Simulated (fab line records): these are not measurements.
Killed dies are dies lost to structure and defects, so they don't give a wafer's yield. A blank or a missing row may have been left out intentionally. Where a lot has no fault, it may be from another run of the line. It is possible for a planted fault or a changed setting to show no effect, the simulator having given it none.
fab line records    flow rit_cmos
[record] lots = 14  wafers = 42  last_day = 7
route steps=202 shown PRETRO@67 M1@202
lots that met no fault: from a run of the same line without faults
start_h: the number of hours between the record's first day and the start of the first shown wafer of the lot    wait_h: how many hours have passed since the lot's step before this one    " unchanged from the row above    L1.1+2: a single row standing in for several wafers    - no value, or no start given    * or withheld: withheld    < > ~ a bound
route shown NAME@n: names a module that has steps shown in the file, with the first one's number in the route    usual: mean/standard deviation of fault-free wafers    same: alike in all rows    chamber/n: place in a boat    sites: readings site by site    _std_site: standard deviation of those values    _edge_site: mean of outer sites minus mean of inner sites    radius_mm: how far each site lies from the wafer's centre    mask NAME#n: copy n    behind: the most recent tool/chamber to have shaped the wafer    hold: what put the lot on hold/how long, in hours/how the hold closed    device: which transistor (n, p or np) failed to switch    end of line: at the end of the route, the tests of the same wafers    a step given without rows: its recipe and nothing more    killed: at the first sort, the dies lost to defects and structure; wafer yield is something else    map: a wafer's dies, x killed, . not, _ none there
set.NAME: the setting as run; set.NAME@STEP: as run at that earlier step    model.NAME: the simulator's own value behind a step, which no gauge read
steps of the route over a sample of lots; a table a step, a row a wafer
services: the hour from which a tool's chamber was out of use, counted from the record's first day as start_h (under 0 if before that day), plus the number of hours and why
[[steps]]
[step RIT_PRETRO_EXPOSE_03]
[recipe] mask_id = M5  na = 0.57  target_cd_nm = 43700  dose_mj = 250
lot.wafer   tool              chamber  start_h  wait_h  mask
L350.1+4+6  iline_stepper-02  0        33.05    0.2     M5#0
L351.2+4+6  iline_stepper-01  0        38.03    0.2     M5#0
L352.1+3+4  iline_stepper-01  0        45.68    0.1     M5#0
L353.1+4+6  iline_stepper-02  0        50.76    0.2     M5#0
L354.3+4+6  iline_stepper-01  0        52.03    0.4     M5#0
L355.3+4+6  iline_stepper-01  0        58.29    0.1     M5#0
L356.1+2+6  iline_stepper-01  0        62.54    0.1     M5#0
L357.3+4+5  iline_stepper-01  0        66.24    0.1     M5#0
L362.1+2+3  iline_stepper-02  0        92.80    0.1     M5#0
L363.1+3+5  iline_stepper-02  0        100.36   0.1     M5#0
L366.1+3+4  iline_stepper-01  0        113.78   0.1     M5#0
L370.1+2+4  iline_stepper-01  0        132.46   0.1     M5#0
L372.2+3+4  iline_stepper-01  0        140.61   0.2     M5#0
L373.1+2+6  iline_stepper-01  0        147.16   0.1     M5#0
[step RIT_PRETRO_OVL_MEAS_06]
[usual] PRETRO_OVL = -0.1/1.4
lot.wafer  tool        chamber  start_h  wait_h  PRETRO_OVL[nm]
L350.1     overlay-02  -        33.48    -       -0.5
L350.4     "           -        "        "       -1.2
L350.6     "           -        "        "       -2.5
L351.2     overlay-01  -        38.45    -       0.9
L351.4     "           -        "        "       1.1
L351.6     "           -        "        "       -0.4
L352.1     overlay-02  -        46.11    -       0.2
L352.3     "           -        "        "       1.6
L352.4     "           -        "        "       -1.4
L353.1     overlay-02  -        51.19    -       -2.5
L353.4     "           -        "        "       -3.5
L353.6     "           -        "        "       -1.6
L354.3     overlay-01  -        52.43    -       1.8
L354.4     "           -        "        "       -0.2
L354.6     "           -        "        "       0.6
L355.3     overlay-01  -        58.80    -       1.0
L355.4     "           -        "        "       -0.5
L355.6     "           -        "        "       0.2
L356.1     overlay-02  -        62.97    -       -1.4
L356.2     "           -        "        "       -1.0
L356.6     "           -        "        "       -1.2
L357.3     overlay-01  -        66.64    -       -0.5
L357.4     "           -        "        "       2.3
L357.5     "           -        "        "       1.2
L362.1     overlay-01  -        93.27    -       129.2
L362.2     "           -        "        "       129.3
L362.3     "           -        "        "       130.5
L363.1     overlay-02  -        100.79   -       131.0
L363.3     "           -        "        "       132.0
L363.5     "           -        "        "       130.4
L366.1     overlay-01  -        114.21   -       0.3
L366.3     "           -        "        "       1.4
L366.4     "           -        "        "       1.3
L370.1     overlay-02  -        132.89   -       -2.2
L370.2     "           -        "        "       -2.7
L370.4     "           -        "        "       -2.4
L372.2     overlay-02  -        141.22   -       -0.6
L372.3     "           -        "        "       -0.5
L372.4     "           -        "        "       -1.8
L373.1     overlay-02  -        147.59   -       -1.3
L373.2     "           -        "        "       -0.5
L373.6     "           -        "        "       -0.6
[step RIT_M1_PROBE_99]
[usual] killed_at_contacts = 0.1/0.34  killed_at_front_end = 7.0/2.9  killed_dies = 7.2/2.9  killed_open = 3.6/1.9  killed_short = 3.5/2.1
[same] gross_dies = 264  killed_at_M0_to_M3 = 0  killed_at_M4_up = 0  killed_at_back_side = 0  killed_at_other = 0
lot.wafer  tool       chamber  start_h  wait_h  killed_at_contacts  killed_at_front_end  killed_dies  killed_open  killed_short
L362.1     prober-01  -        124.21   0.1     0                   7                    7            5            2
L362.2     prober-01  -        124.26   0.1     0                   4                    4            2            2
L362.3     prober-01  -        124.31   0.2     0                   9                    9            5            4
// killed by level:class
L362.1 FOX1:geometric_particle:open=3 FOX1:geometric_particle:short=1 REOX:geometric_particle:open=1 REOX:geometric_particle:short=1 SPACER:geometric_particle:open=1
L362.2 GATE:geometric_particle:short=2 SPACER:geometric_particle:open=2
L362.3 GATE:geometric_particle:open=3 GATE:geometric_particle:short=3 FOX1:geometric_particle:short=1 REOX:geometric_particle:open=1 SPACER:geometric_particle:open=1
[[services]]
tool              chamber  start_h  hours  kind
iline_stepper-01  -        68.59    4.4    pm
iline_stepper-02  -        89.99    1.7    pm
iline_stepper-01  -        114.32   1.7    pm
[[key]]
[first_sign] step = RIT_PRETRO_OVL_MEAS_06  reading = PRETRO_OVL  direction = up  sigmas = 94  usual = -0.1  struck = 130.4
effect none on later readings
met_at RIT_PRETRO_EXPOSE_03
struck_lots L362,L363
tester_left_out L362,L363
onset_between 50.76 92.80
[fault] kind = scanner_matching_overlay  tool = iline_stepper-02  chamber = -  onset_h = 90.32  steps = RIT_PRETRO_EXPOSE_03  offset = 130
// tester_left_out: of these lots the tester's yield and bins aren't shown, on N5 and GAA mostly nor the transistor test; their killed dies are dies lost to structure and defects alone, not to doping, threshold or leakage, so they don't give the yield
